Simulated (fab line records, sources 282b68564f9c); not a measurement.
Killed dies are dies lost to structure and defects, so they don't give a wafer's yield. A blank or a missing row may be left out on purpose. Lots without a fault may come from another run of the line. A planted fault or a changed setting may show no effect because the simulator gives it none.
fab line records | flow rit_cmos
record lots=6 wafers=18 last_day=6
route steps=202 shown ACTIVE@2 FOX1@20 FOX2@23
lots that met no fault: from a run of the same line without faults
start_h: hours from the record's first day to the start of the lot's first wafer shown | wait_h: hours since the lot's step before | " the same as in the row above | L1.1+2: a row that stands for several wafers | - no value, or no start given | * or withheld: withheld | < > ~ a bound
route shown NAME@n: a module of which the file shows steps, and the number in the route of the first | usual: mean/standard deviation of fault-free wafers | same: alike in all rows | chamber/n: place in a boat | sites: the reading at each site | _std_site: their standard deviation | _edge_site: outer sites' mean less inner sites' | radius_mm: how far each site lies from the wafer's centre | mask NAME#n: copy n | behind: the tool/chamber that last shaped the wafer | hold: why the lot was held/for how many hours/how that ended | device: the transistor (n, p or np) that didn't switch | end of line: the same wafers' tests at the end of the route | a step without rows: its recipe alone | killed: dies lost to structure and defects at the first sort, not the wafer's yield | map: a wafer's dies, x killed, . not, _ none there
set.NAME: the setting as run; set.NAME@STEP: as run at that earlier step | model.NAME: the simulator's own value behind a step, which no gauge read
lots at some steps of the route; a table a step, a row a wafer
services: from which hour (start_h, from the record's first day; less than 0 if before it) a tool's chamber was out of use, for how many hours, and why
## steps
# step RIT_ACTIVE_OXIDATION_01
# recipe temp_c=1000 ambient=O2 target_thk_a=468 ox_time_s=3360
# step RIT_ACTIVE_THK_MEAS_02
# recipe reads=SiO2_of_ACTIVE_OXIDATION_01
# usual ACTIVE_OXIDE_THK=47.0/0.77
# columns lot.wafer tool chamber start_h wait_h ACTIVE_OXIDE_THK[nm]
L997.2 film_metro-01 - 17.61 0.0 46.8
L997.4 " - " " 47.5
L997.5 " - " " 47.6
L102.1 film_metro-02 - 42.05 0.0 47.0
L102.4 " - " " 46.9
L102.5 " - " " 45.9
L108.3 film_metro-02 - 72.07 0.0 45.2
L108.4 " - " " 45.8
L108.5 " - " " 45.0
L112.1 film_metro-02 - 92.22 0.0 46.8
L112.3 " - " " 46.7
L112.4 " - " " 47.0
L114.1 film_metro-04 - 102.05 0.0 48.0
L114.4 " - " " 47.9
L114.5 " - " " 48.5
L115.3 film_metro-01 - 107.07 0.0 48.1
L115.5 " - " " 47.8
L115.6 " - " " 47.8
# step RIT_ACTIVE_CVD_03
# recipe material=Si3N4 target_thk_nm=150 temp_c=810 precursor=SiH2Cl2/NH3 time_s=1500 pressure_mtorr=300 sih2cl2_flow_sccm=60 nh3_flow_sccm=150
# step RIT_ACTIVE_THK_MEAS_04
# recipe reads=Si3N4_of_ACTIVE_CVD_03
# usual ACTIVE_NITRIDE_THK=149.9/1.5
# columns lot.wafer tool chamber start_h wait_h ACTIVE_NITRIDE_THK[nm]
L997.2 film_metro-04 - 19.13 0.1 151.2
L997.4 " - " " 150.3
L997.5 " - " " 151.2
L102.1 film_metro-01 - 43.53 0.0 148.1
L102.4 " - " " 149.0
L102.5 " - " " 148.5
L108.3 film_metro-02 - 73.55 0.0 147.9
L108.4 " - " " 148.0
L108.5 " - " " 147.4
L112.1 film_metro-04 - 93.69 0.0 152.6
L112.3 " - " " 151.6
L112.4 " - " " 151.0
L114.1 film_metro-02 - 103.53 0.0 147.1
L114.4 " - " " 146.3
L114.5 " - " " 147.0
L115.3 film_metro-02 - 108.55 0.0 150.9
L115.5 " - " " 151.3
L115.6 " - " " 151.3
# step RIT_ACTIVE_HMDS_05
# recipe prime_time_s=60 prime_temp_c=140
# step RIT_ACTIVE_COAT_06
# recipe resist=NOVOLAK spin_rpm=3250 resist_thk_nm=1000
# step RIT_ACTIVE_SOFTBAKE_07
# recipe resist=NOVOLAK temp_c=90 time_s=60
# step RIT_ACTIVE_EXPOSE_08
# recipe mask_id=M1 na=0.6 source_shape=conventional sigma_outer=0.6 target_cd_nm=1400 dose_mj=225
# step RIT_ACTIVE_PEB_09
# recipe resist=NOVOLAK temp_c=withheld time_s=withheld
# step RIT_ACTIVE_DEVELOP_10
# recipe resist=NOVOLAK develop_time_s=50 dev_temp_c=23
# step RIT_ACTIVE_CD_MEAS_11
# recipe target_cd_nm=1400
# usual cd_nm=1400.5/2
# columns lot.wafer tool chamber start_h wait_h cd_nm
L997.2 cd_sem-01 - 20.05 - 1400.4
L997.4 " - " " 1399.2
L997.5 " - " " 1398.7
L102.1 cd_sem-02 - 44.64 - 1400.3
L102.4 " - " " 1398.3
L102.5 " - " " 1398.5
L108.3 cd_sem-01 - 74.60 - 1404.0
L108.4 " - " " 1405.7
L108.5 " - " " 1401.5
L112.1 cd_sem-02 - 94.60 - 1400.9
L112.3 " - " " 1400.1
L112.4 " - " " 1400.5
L114.1 cd_sem-02 - 104.56 - 1401.8
L114.4 " - " " 1403.2
L114.5 " - " " 1405.6
L115.3 cd_sem-01 - 109.66 - 1398.8
L115.5 " - " " 1397.6
L115.6 " - " " 1399.5
# step RIT_ACTIVE_HARDBAKE_12
# recipe resist=NOVOLAK temp_c=140 time_s=60
# step RIT_ACTIVE_ETCH_13
# recipe stop_on=SiO2 chemistry=SF6 target=Si3N4 time_s=210 over_etch_frac=0.4 SF6_flow_sccm=200 pressure_mtorr=260 rf_w=125 target_depth_a=2100
# usual drypump_motor_current_A=5.4/0.36 oes_product_au=0.821/0.0092 rf_fwd_power_W=124.5/0.42 run_length_s=238.3/0.42 throttle_valve_pct=7.43/0.096
# columns lot.wafer tool chamber start_h wait_h drypump_motor_current_A oes_product_au rf_fwd_power_W rf_hours_counter_h run_length_s throttle_valve_pct model.NOVOLAK_of_ACTIVE_COAT_06.thk_nm model.SiO2_of_ACTIVE_OXIDATION_01.thk_nm model.ACTIVE.feature_depth_nm
L997.2 rie_diel-04 0 20.30 0.1 5.1 0.830 124.0 28 238.0 7.44 659.9 46.76 151
L997.4 " 3 " " 5.7 0.825 124.3 123 237.7 7.31 661.7 47.48 150.4
L997.5 " 0 " " 5.0 0.825 124.4 - 238.3 7.42 658.9 47.56 151.3
L102.1 rie_diel-04 0 44.91 0.1 5.0 0.824 124.1 28 237.8 7.43 660.6 47.02 148.1
L102.4 " 1 " " 5.3 0.826 124.5 143 238.6 7.43 657.1 45.36 150.6
L102.5 " 1 " " 5.3 0.820 124.8 - 238.6 7.43 654.3 44.26 150
L108.3 rie_diel-04 2 74.97 0.1 5.4 0.730 124.3 60 296.8 7.37 593.8 25.33 167.9
L108.4 " 3 " " 5.7 0.721 124.6 123 295.7 7.33 596.7 29.56 164.2
L108.5 " 2 " " 5.4 0.719 124.6 - 296.9 7.38 591.3 25.12 167.3
L112.1 rie_diel-04 2 94.87 0.1 5.4 0.731 125.0 61 296.3 7.36 593 26.68 172.8
L112.3 " 1 " " 5.3 0.741 124.2 144 296.4 7.44 592.2 25.51 172.9
L112.4 " 0 " " 5.0 0.740 124.7 29 295.6 7.40 598.5 28.76 169.5
L114.1 rie_diel-03 0 104.83 0.1 5.6 0.803 124.3 6 238.2 7.59 649.3 47.67 147.4
L114.4 " 3 " " 5.2 0.810 124.1 43 237.7 7.42 659.5 47.91 146.3
L114.5 " 2 " " 5.9 0.824 124.2 - 238.3 7.49 653.9 48.53 146.9
L115.3 rie_diel-01 2 109.89 0.1 6.2 0.828 124.8 39 238.6 7.66 649.8 43.67 155.4
L115.5 " 2 " " 6.2 0.830 123.9 - 238.6 7.67 648.2 43.36 155.8
L115.6 " 3 " " 4.8 0.827 124.9 - 238.7 7.51 662.6 47.86 151.3
# step RIT_ACTIVE_STRIP_14
# recipe chemistry=O2 time_s=180 resist=NOVOLAK platen_temp_c=withheld power_w=500 pressure_mtorr=4000 o2_flow_sccm=4000
# usual drypump_motor_current_A=6.0/0.57
# same time_s=180
# columns lot.wafer tool chamber start_h wait_h drypump_motor_current_A rf_hours_counter_h
L997.2 plasma_asher-03 1 20.44 0.1 5.6 35
L997.4 " 1 " " 5.6 -
L997.5 " 1 " " 5.6 -
L102.1 plasma_asher-03 0 45.04 0.1 6.5 37
L102.4 " 1 " " 5.6 -
L102.5 " 1 " " 5.6 -
L108.3 plasma_asher-02 1 75.16 0.1 6.4 -
L108.4 " 0 " " 6.1 -
L108.5 " 0 " " 6.1 -
L112.1 plasma_asher-03 1 95.01 0.1 5.6 43
L112.3 " 1 " " 5.6 -
L112.4 " 0 " " 6.5 -
L114.1 plasma_asher-01 0 104.97 0.1 6.6 47
L114.4 " 0 " " 6.6 -
L114.5 " 0 " " 6.6 -
L115.3 plasma_asher-01 0 110.08 0.1 6.6 -
L115.5 " 1 " " 5.1 -
L115.6 " 0 " " 6.6 -
# step RIT_ACTIVE_CD_MEAS_90
# recipe target_cd_nm=1400
# usual cd_nm=1400.5/2.1
# columns lot.wafer tool chamber start_h wait_h cd_nm
L997.2 cd_sem-02 - 20.63 0.1 1400.2
L997.4 " - " " 1400.0
L997.5 " - " " 1399.2
L102.1 cd_sem-01 - 45.22 0.1 1400.7
L102.4 " - " " 1398.2
L102.5 " - " " 1398.3
L108.3 cd_sem-02 - 75.31 0.1 1403.6
L108.4 " - " " 1405.0
L108.5 " - " " 1400.7
L112.1 cd_sem-01 - 95.18 0.1 1399.9
L112.3 " - " " 1399.3
L112.4 " - " " 1399.9
L114.1 cd_sem-01 - 105.23 0.2 1401.8
L114.4 " - " " 1403.4
L114.5 " - " " 1405.8
L115.3 cd_sem-02 - 110.24 0.1 1398.4
L115.5 " - " " 1397.5
L115.6 " - " " 1399.3
# step RIT_ACTIVE_CLEAN_15
# recipe chemistry=SC1 mix=3:3:50 time_s=600 temp_c=75
# step RIT_ACTIVE_CLEAN_16
# recipe chemistry=dHF dilution=50:1 time_s=30
# step RIT_ACTIVE_CLEAN_17
# recipe chemistry=SC2 mix=3:3:50 time_s=600 temp_c=75 dry=n2_spin
# step RIT_FOX1_OXIDATION_00
# recipe temp_c=1100 ambient=H2O target_thk_a=3507 p_h2o_torr=720 ox_time_s=1130
# step RIT_FOX1_THK_MEAS_01
# recipe reads=SiO2_of_FOX1_OXIDATION_00
# usual FOX1_OXIDE_THK=351/6
# columns lot.wafer tool chamber start_h wait_h FOX1_OXIDE_THK[nm]
L997.2 film_metro-04 - 22.46 0.0 349
L997.4 " - " " 352
L997.5 " - " " 352
L102.1 film_metro-03 - 47.85 0.0 362
L102.4 " - " " 358
L102.5 " - " " 359
L108.3 film_metro-03 - 77.49 0.0 344
L108.4 " - " " 346
L108.5 " - " " 344
L112.1 film_metro-03 - 97.18 0.0 343
L112.3 " - " " 350
L112.4 " - " " 350
L114.1 film_metro-04 - 107.85 0.0 362
L114.4 " - " " 360
L114.5 " - " " 363
L115.3 film_metro-03 - 112.02 0.0 352
L115.5 " - " " 353
L115.6 " - " " 353
# step RIT_FOX1_WET_ETCH_02
# recipe chemistry=BOE target_depth_nm=350 time_s=390 temp_c=21.5 dry=n2_spin dilution=10:1 target=SiO2
# step RIT_FOX2_OXIDATION_00
# recipe temp_c=1100 ambient=H2O target_thk_a=3507 p_h2o_torr=720 ox_time_s=1130
# step RIT_FOX2_THK_MEAS_01
# recipe reads=SiO2_of_FOX2_OXIDATION_00
# usual FOX2_OXIDE_THK=351/6.4
# columns lot.wafer tool chamber start_h wait_h FOX2_OXIDE_THK[nm]
L997.2 film_metro-01 - 23.96 0.0 354
L997.4 " - " " 351
L997.5 " - " " 357
L102.1 film_metro-02 - 49.50 0.0 351
L102.4 " - " " 350
L102.5 " - " " 358
L108.3 film_metro-03 - 79.70 0.0 350
L108.4 " - " " 352
L108.5 " - " " 356
L112.1 film_metro-03 - 98.78 0.0 344
L112.3 " - " " 347
L112.4 " - " " 347
L114.1 film_metro-01 - 109.34 0.0 349
L114.4 " - " " 352
L114.5 " - " " 349
L115.3 film_metro-01 - 113.63 0.0 360
L115.5 " - " " 362
L115.6 " - " " 359
# step RIT_FOX2_CLEAN_02
# recipe chemistry=dHF dilution=50:1 time_s=180
# step RIT_FOX2_WET_ETCH_03
# recipe chemistry=H3PO4 target=Si3N4 target_depth_nm=195 temp_c=165 time_s=2700
# usual bath_heat_duty_pct=29/3.3 run_length_s=2729/4 temp_c=165.01/0.17
# same time_s=2700
# columns lot.wafer tool chamber start_h wait_h bath_heat_duty_pct run_length_s temp_c model.SiO2_of_ACTIVE_OXIDATION_01.thk_nm
L997.2 wet_bench-01 0 24.07 0.0 27 2733 164.70 41.65
L997.4 " 0 " " 28 2733 164.68 42.26
L997.5 " 0 " " 26 2733 164.78 42.36
L102.1 wet_bench-03 0 49.62 0.0 24 2733 165.19 41.76
L102.4 " 0 " " 25 2733 165.04 40.31
L102.5 " 0 " " 25 2733 165.11 39.3
L108.3 wet_bench-04 3 79.86 0.0 29 2735 164.85 22.5
L108.4 " 3 " " 27 2735 165.10 26.25
L108.5 " 3 " " 27 2735 164.98 22.3
L112.1 wet_bench-04 3 98.90 0.0 27 2726 165.00 23.75
L112.3 " 3 " " 27 2726 165.19 22.69
L112.4 " 3 " " 27 2726 165.29 25.58
L114.1 wet_bench-03 2 109.51 0.0 28 2724 165.02 42.21
L114.4 " 2 " " 27 2724 164.93 42.45
L114.5 " 2 " " 28 2724 165.04 42.97
L115.3 wet_bench-01 2 113.73 0.0 26 2734 165.10 38.84
L115.5 " 2 " " 27 2734 165.02 38.56
L115.6 " 2 " " 27 2734 164.99 42.59
# step RIT_FOX2_THK_MEAS_90
# recipe reads=SiO2_of_FOX2_OXIDATION_00
# usual FIELD_OXIDE_LEFT_1_THK=323/6.6
# columns lot.wafer tool chamber start_h wait_h FIELD_OXIDE_LEFT_1_THK[nm]
L997.2 film_metro-03 - 24.90 0.0 327
L997.4 " - " " 324
L997.5 " - " " 330
L102.1 film_metro-02 - 50.45 0.0 324
L102.4 " - " " 323
L102.5 " - " " 330
L108.3 film_metro-02 - 80.71 0.0 323
L108.4 " - " " 325
L108.5 " - " " 328
L112.1 film_metro-02 - 99.66 0.0 317
L112.3 " - " " 320
L112.4 " - " " 319
L114.1 film_metro-01 - 110.27 0.0 321
L114.4 " - " " 325
L114.5 " - " " 321
L115.3 film_metro-03 - 115.26 0.0 333
L115.5 " - " " 336
L115.6 " - " " 332
## services
# columns tool chamber start_h hours kind
rie_diel-04 2 -0.76 8.5 repair
wet_bench-04 - 5.52 1.8 repair
rie_diel-01 2 34.05 8.1 repair
wet_bench-01 - 40.80 1.9 pm
rie_diel-04 - 49.01 1.1 repair
rie_diel-01 - 98.85 2.4 repair
plasma_asher-03 - 99.70 4.1 repair
plasma_asher-01 - 112.34 9.9 pm
## key
first_sign step=RIT_ACTIVE_ETCH_13 reading=run_length_s direction=up sigmas=99+ usual=* struck=*
effect step=RIT_ACTIVE_ETCH_13 reading=oes_product_au direction=down sigmas=9.9 usual=0.821 struck=0.730
model_effect step=RIT_ACTIVE_ETCH_13 value=NOVOLAK_of_ACTIVE_COAT_06.thk_nm without=657.3 struck=594.2
model_effect step=RIT_FOX2_WET_ETCH_03 value=SiO2_of_ACTIVE_OXIDATION_01.thk_nm without=40.49 struck=23.84
met_at RIT_ACTIVE_ETCH_13
struck_wafers L108.3,L108.4,L108.5,L112.1,L112.3,L112.4
sort_left_out L108.3,L108.4,L108.5
tester_left_out L108,L112
onset_between 44.91 74.97
fault kind=process_parameter_drift tool=rie_diel-04 chamber=- onset_h=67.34 steps=RIT_ACTIVE_ETCH_13 channel=time_s offset=* shape=step end_h=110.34 acts_in=* stated=*
# tester_left_out: of these lots the tester's yield and bins aren't shown, on N5 and GAA mostly nor the transistor test; their killed dies are dies lost to structure and defects alone, not to doping, threshold or leakage, so they don't give the yield
# sort_left_out: the simulated sort isn't trusted on such a fault, so these wafers' sort isn't shown, and their yield isn't known
